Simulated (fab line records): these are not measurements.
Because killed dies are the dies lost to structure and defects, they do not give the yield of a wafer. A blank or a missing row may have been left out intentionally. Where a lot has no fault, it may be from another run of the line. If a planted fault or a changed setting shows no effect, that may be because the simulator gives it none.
Code-filled problem report in 8D (eight disciplines) form || flow rit_cmos || the parts of the form that need people (team, actions taken, sign-off) are left out

## 1. THE PROBLEM
Wafers without a fault read 999.8 nm, standard deviation 2.1; cd_nm at RIT_CONTACT_CD_MEAS_08 reads a mean of 980.6 nm on 6 wafers belonging to 2 lots. Measured from the usual mean, that is -9.1 standard deviations.
The step: target cd 1000 nm.
Earliest sighting: wafer L265.1 on cd_sem-01 at day 6 11:29. Wafers with a number at this step in the record: 42, from 14 lots. Rule for "out", or "out of limits": more than 4 standard deviations from the usual mean. The rest of the wafers with a number are treated as sound.

## 2. WHAT IT IS; WHAT IT IS NOT
{"question": "which readings at this step", "is": "cd_nm", "is not": "-"}
{"question": "which lots", "is": "L265, L266", "is not": "L249, L250, L251, L252, L253, L254, L255, L257, L258, L259, L260, L261"}
{"question": "which wafers of those lots", "is": "all that have a number", "is not": "-"}
{"question": "read on which gauges", "is": "cd_sem-01, cd_sem-02", "is not": "-"}
{"question": "when", "is": "from day 6 11:29", "is not": "up to then (36 sound wafers)"}

## 3. WHAT RULES OUT EACH SUSPECT
Counting: a tool stays on the suspect list if, at a process step up to the reading, it processed all lots that are out and no sound lot following the first of them.
- the gauge at RIT_CONTACT_CD_MEAS_08: ruled out. 2 gauges (cd_sem-01, cd_sem-02) read the wafers that are out.
- litho_track-03 at RIT_CONTACT_DEVELOP_07 (develop time 120 s): kept. It ran every lot that is out, first L265 (day 6 11:00), and no sound lot after that; its last sound lot up to then is L260 (day 5 10:00).
After counting, what remains is litho_track-03 at RIT_CONTACT_DEVELOP_07.

## 4. THE CAUSE (what the simulator had put in)
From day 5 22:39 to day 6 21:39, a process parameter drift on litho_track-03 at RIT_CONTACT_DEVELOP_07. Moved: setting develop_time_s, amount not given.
This tool alone remained once counting was done.

## 5. THE EFFECT CHAIN, in route order
Rows list readings where the struck wafers' mean (over those with a number) sits beyond 3 standard deviations from the usual. Readings are gone through only where the record gives a usual standard deviation; hours: the median, over the lots, of the time from a lot's start at the first step in this table giving one to that lot's start at this step; sigmas: the change measured in usual standard deviations.
{"hours": 0, "step": "RIT_CONTACT_CD_MEAS_08", "reading": "cd_nm", "usual": "999.8 nm", "on struck wafers": 980.6, "change": -19.2, "sigmas": -9.1}
Later steps that measure or inspect, where all struck wafers having a row at the step show a number for every such reading and not one has moved that far: RIT_M1_BOW_MEAS_16.

## 6. WHAT WOULD HAVE CAUGHT IT SOONER
13 hours passed between the start of the fault at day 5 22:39 and the first reading out of limits at a measuring or inspecting step in this record, taken at day 6 11:29.
An alarm limit of 4 standard deviations would not have fired on the tool readings at RIT_CONTACT_DEVELOP_07 for which the record gives a usual standard deviation, since none of them was out on any struck wafer.
Among the 2 lots that are out, L266 began RIT_CONTACT_DEVELOP_07 on litho_track-03 after day 6 11:29. It would have been spared by a hold on the tool at that moment.
